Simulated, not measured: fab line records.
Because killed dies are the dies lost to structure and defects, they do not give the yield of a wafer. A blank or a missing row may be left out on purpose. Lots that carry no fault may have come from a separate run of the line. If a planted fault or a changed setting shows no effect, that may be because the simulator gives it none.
What tool caused it? | flow rit cmos | 13 lots with 39 wafers sampled at 4 steps, on a route of 202 steps

## WHAT THE GAUGES READ, wafer by wafer
RIT_ACTIVE_CD_MEAS_11 targets a cd of 1400 nm. Usual: cd nm at 1400.0 nm, with a standard deviation of 2.2.
lot  | measured    | on        | cd nm (nm)           | flag
L254 | day 2 00:26 | cd sem-01 | 1398.8 1400.4 1398.5 |
L256 | day 2 11:10 | cd sem-02 | 1395.6 1392.9 1396.1 |
L257 | day 2 15:50 | cd sem-01 | 1398.8 1397.9 1394.5 |
L258 | day 2 21:44 | cd sem-02 | 1400.4 1403.0 1402.5 |
L259 | day 3 01:41 | cd sem-02 | 1398.8 1401.4 1401.8 |
L260 | day 3 06:34 | cd sem-02 | 1400.3 1401.6 1401.8 |
L261 | day 3 11:34 | cd sem-02 | 1398.4 1402.2 1402.2 |
L263 | day 3 21:26 | cd sem-01 | 1402.0 1400.1 1402.1 |
L264 | day 4 02:26 | cd sem-02 | 1401.3 1402.4 1402.8 |
L265 | day 4 08:20 | cd sem-02 | 1399.7 1398.8 1400.0 |
L266 | day 4 13:42 | cd sem-02 | 1404.3 1399.7 1403.1 |
L273 | day 6 00:09 | cd sem-01 | 1397.5 1398.2 1400.4 |
L275 | day 6 09:35 | cd sem-01 | 1402.4 1403.2 1404.0 |

RIT_NSD_OVL_MEAS_06. Usual: for NSD_OVL the level is 0.3 nm and the standard deviation is 1.3.
lot  | measured    | on         | NSD_OVL (nm)   | flag
L254 | day 3 10:15 | overlay-01 | -1.4 -0.6 -3.5 |
L256 | day 3 20:01 | overlay-01 | 1.3 1.3 0.5    |
L257 | day 4 03:17 | overlay-02 | -0.4 0.7 0.0   |
L258 | day 4 05:22 | overlay-01 | 1.7 1.6 0.9    |
L259 | day 4 10:22 | overlay-01 | -1.9 -1.3 -1.8 |
L260 | day 4 15:53 | overlay-02 | -0.6 2.2 1.1   |
L261 | day 5 01:53 | overlay-01 | 1.1 -0.2 1.2   |
L263 | day 5 06:56 | overlay-01 | 2.3 0.6 0.1    |
L264 | day 5 11:50 | overlay-02 | 0.1 0.8 0.9    |
L265 | day 5 18:01 | overlay-01 | -0.2 1.3 1.3   |
L266 | day 6 03:53 | overlay-02 | 0.2 0.3 0.8    |
L273 | day 7 08:26 | overlay-01 | -0.5 0.4 1.0   |
L275 | day 7 18:43 | overlay-02 | -2.8 -2.8 -2.9 |

RIT_NSD_TW_MEAS_10. Usual: for NSD_TW the level is 3148 and the standard deviation is 32.
lot  | measured    | on            | NSD_TW         | flag
L254 | day 3 10:46 | film metro-04 | 3140 3156 3139 |
L256 | day 3 20:32 | film metro-03 | 3109 3102 3132 |
L257 | day 4 03:49 | film metro-04 | 3132 3110 3126 |
L258 | day 4 05:53 | film metro-02 | 3206 3200 3204 |
L259 | day 4 10:54 | film metro-03 | 3120 3125 3120 |
L260 | day 4 16:25 | film metro-04 | 3139 3117 3114 |
L261 | day 5 02:23 | film metro-03 | 3136 3134 3126 |
L263 | day 5 07:26 | film metro-02 | 3178 3189 3191 |
L264 | day 5 12:20 | film metro-04 | 3104 3118 3136 |
L265 | day 5 18:32 | film metro-02 | 3189 3175 3185 |
L266 | day 6 04:25 | film metro-04 | 3149 3131 3160 |
L273 | day 7 08:57 | film metro-03 | 3140 3139 3137 |
L275 | day 7 19:14 | film metro-04 | 3139 3128 3122 |

## WHAT TOOL EACH LOT RAN ON (gives the tool, then ch and the chambers of the sampled wafers, and finally the start)
lot  | RIT_REOX_CLEAN_02
L254 | wet bench-03 ch 1, day 3 01:07
L256 | wet bench-01 ch 0, day 3 10:41
L257 | wet bench-03 ch 0, day 3 17:52
L258 | wet bench-03 ch 0, day 3 19:49
L259 | wet bench-01 ch 0, day 4 01:06
L260 | wet bench-04 ch 1, day 4 04:58
L261 | wet bench-04 ch 2, day 4 15:04
L263 | wet bench-01 ch 3, day 4 20:45
L264 | wet bench-01 ch 0, day 5 02:34
L265 | wet bench-01 ch 2, day 5 08:40
L266 | wet bench-01 ch 3, day 5 17:51
L273 | wet bench-04 ch 0, day 6 23:08
L275 | wet bench-01 ch 2, day 7 08:00
- RIT_REOX_CLEAN_02: cleans in SC2, time 600 s.

## AS READ BY THE TOOLS THEMSELVES (means over the sampled wafers that have a number; for cases with no such wafer, the mark the record gives instead)
The record holds no such reading with a usual standard deviation.

## THE ANSWER, worked out from the rows above alone
Rule: a lot is off if the mean of its wafers that have a number lies more than 3 standard deviations from the usual mean. Also off: a lot with no number at a reading for which 4 or more lots have one. Where the step has rows for the other lots, those lots are counted as sound. Order of review: gauges by route order, followed by the tools' own readings, for which a lot's mean as printed above is used. At the first step where some lot is off, the reading lying furthest off is the one used; lots without a number count as furthest.
Nothing can be told from this: no lot is off at any reading shown.

## WHAT HAD BEEN PUT IN BY THE SIMULATOR
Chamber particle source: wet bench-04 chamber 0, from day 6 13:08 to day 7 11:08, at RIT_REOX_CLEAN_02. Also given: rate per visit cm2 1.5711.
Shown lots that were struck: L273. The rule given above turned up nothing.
